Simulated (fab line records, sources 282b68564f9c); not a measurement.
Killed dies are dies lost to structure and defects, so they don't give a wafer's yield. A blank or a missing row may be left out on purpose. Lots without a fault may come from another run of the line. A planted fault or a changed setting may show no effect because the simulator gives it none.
Tool commonality check | flow rit_cmos | 11 lots, 33 wafers sampled

WHY IT WAS OPENED
At RIT_SPACER_THK_MEAS_04 the reading SPACER_NITRIDE_THK is flagged on 1 of 11 lots. Wafers without a fault read 253.0 nm, standard deviation 2.3.
Rule: a lot is flagged when every wafer of it that has a number lies more than 4 standard deviations from that mean, or none has a number. The other lots count as sound.

lot  | measured    | on            | SPACER_NITRIDE_THK (nm), wafer by wafer | flag
L547 | day 3 05:56 | film_metro-02 | 254.0 255.0 252.3                       |
L548 | day 3 11:22 | film_metro-02 | 256.1 257.2 256.6                       |
L549 | day 3 13:59 | film_metro-01 | 255.5 254.6 253.0                       |
L550 | day 3 16:34 | film_metro-03 | 251.7 252.3 250.3                       |
L551 | day 4 05:02 | film_metro-02 | 253.4 251.7 250.7                       |
L552 | day 4 05:29 | film_metro-03 | 251.0 252.4 253.0                       |
L553 | day 4 08:48 | film_metro-01 | 250.6 252.5 249.7                       |
L554 | day 4 19:38 | film_metro-01 | 253.5 250.5 250.7                       |
L559 | day 5 18:25 | film_metro-02 | 285.4 283.0 285.9                       | FLAGGED
L569 | day 7 23:41 | film_metro-02 | 252.7 254.3 254.8                       |
L570 | day 8 05:25 | film_metro-03 | 251.2 252.2 250.7                       |
The numbers of the flagged lots are 284.8 nm on average: +31.8 nm against the usual, or +14 standard deviations.

WHICH TOOL RAN EACH LOT
The record holds 2 process steps before the reading, out of a route of 202 steps. In each cell: the tool, then ch and the chambers that the sampled wafers went through, then the start.
lot  | flag    | RIT_GATE_STRIP_20                   | RIT_SPACER_CVD_03
L547 |         | plasma_asher-04 ch 0,1, day 2 20:00 | lpcvd-02 ch 1, day 3 04:01
L548 |         | plasma_asher-02 ch 0,1, day 3 02:28 | lpcvd-02 ch 1, day 3 09:26
L549 |         | plasma_asher-04 ch 0, day 3 05:28   | lpcvd-01 ch 0, day 3 12:04
L550 |         | plasma_asher-03 ch 0,1, day 3 06:14 | lpcvd-01 ch 0, day 3 14:39
L551 |         | plasma_asher-04 ch 0,1, day 3 19:25 | lpcvd-02 ch 1, day 4 02:10
L552 |         | plasma_asher-03 ch 0,1, day 3 19:29 | lpcvd-01 ch 1, day 4 03:33
L553 |         | plasma_asher-02 ch 0,1, day 3 20:43 | lpcvd-01 ch 1, day 4 06:53
L554 |         | plasma_asher-04 ch 0,1, day 4 09:06 | lpcvd-01 ch 1, day 4 17:43
L559 | FLAGGED | plasma_asher-02 ch 0,1, day 5 09:19 | lpcvd-02 ch 0, day 5 16:28
L569 |         | plasma_asher-03 ch 0,1, day 7 13:22 | lpcvd-01 ch 0, day 7 20:49
L570 |         | plasma_asher-04 ch 0,1, day 7 18:43 | lpcvd-01 ch 1, day 8 02:32
What these steps do:
- RIT_GATE_STRIP_20: strips in O2, time 180 s.
- RIT_SPACER_CVD_03: deposits Si3N4 from SiH2Cl2/NH3, target thk 250 nm, time 3347 s.
- RIT_SPACER_THK_MEAS_04

FLAGGED OVER TOTAL, TOOL BY TOOL (the gauges that took the reading come last)
step                   | tool            | lots run | flagged | share of the flagged lots | sound lots run after its first flagged lot
RIT_GATE_STRIP_20      | plasma_asher-02 | 3        | 1       | all                       | 0
RIT_GATE_STRIP_20      | plasma_asher-03 | 3        | 0       | none                      | -
RIT_GATE_STRIP_20      | plasma_asher-04 | 5        | 0       | none                      | -
RIT_SPACER_CVD_03      | lpcvd-01        | 7        | 0       | none                      | -
RIT_SPACER_CVD_03      | lpcvd-02        | 4        | 1       | all                       | 0
RIT_SPACER_THK_MEAS_04 | film_metro-01   | 3        | 0       | none                      | -
RIT_SPACER_THK_MEAS_04 | film_metro-02   | 5        | 1       | all                       | 1 (L569)
RIT_SPACER_THK_MEAS_04 | film_metro-03   | 3        | 0       | none                      | -

WHAT THE TABLE ALLOWS
3 rows of the table ran every flagged lot: plasma_asher-02 at RIT_GATE_STRIP_20, lpcvd-02 at RIT_SPACER_CVD_03, film_metro-02 at RIT_SPACER_THK_MEAS_04.
- plasma_asher-02 at RIT_GATE_STRIP_20: 1 of its 3 lots flagged. Its last sound lot is L553 (day 3 20:43), its first flagged lot L559 (day 5 09:19): a fault that began between those two fits.
- lpcvd-02 at RIT_SPACER_CVD_03: 1 of its 4 lots flagged. Its last sound lot is L551 (day 4 02:10), its first flagged lot L559 (day 5 16:28): a fault that began between those two fits. Its own readings lie more than 4 standard deviations out on every wafer of the flagged lots: sih2cl2_flow_sccm.
- film_metro-02 at RIT_SPACER_THK_MEAS_04: 1 of its 5 lots flagged. Sound lots ran on it after the first flagged one (L569), which a lasting fault on the whole tool wouldn't allow.
Counting lots can't tell these 2 tools apart, because each fits a fault that began at some hour. More lots, or a look at what each step does to the wafer, might.

WHAT THE SIMULATOR HAD PUT IN
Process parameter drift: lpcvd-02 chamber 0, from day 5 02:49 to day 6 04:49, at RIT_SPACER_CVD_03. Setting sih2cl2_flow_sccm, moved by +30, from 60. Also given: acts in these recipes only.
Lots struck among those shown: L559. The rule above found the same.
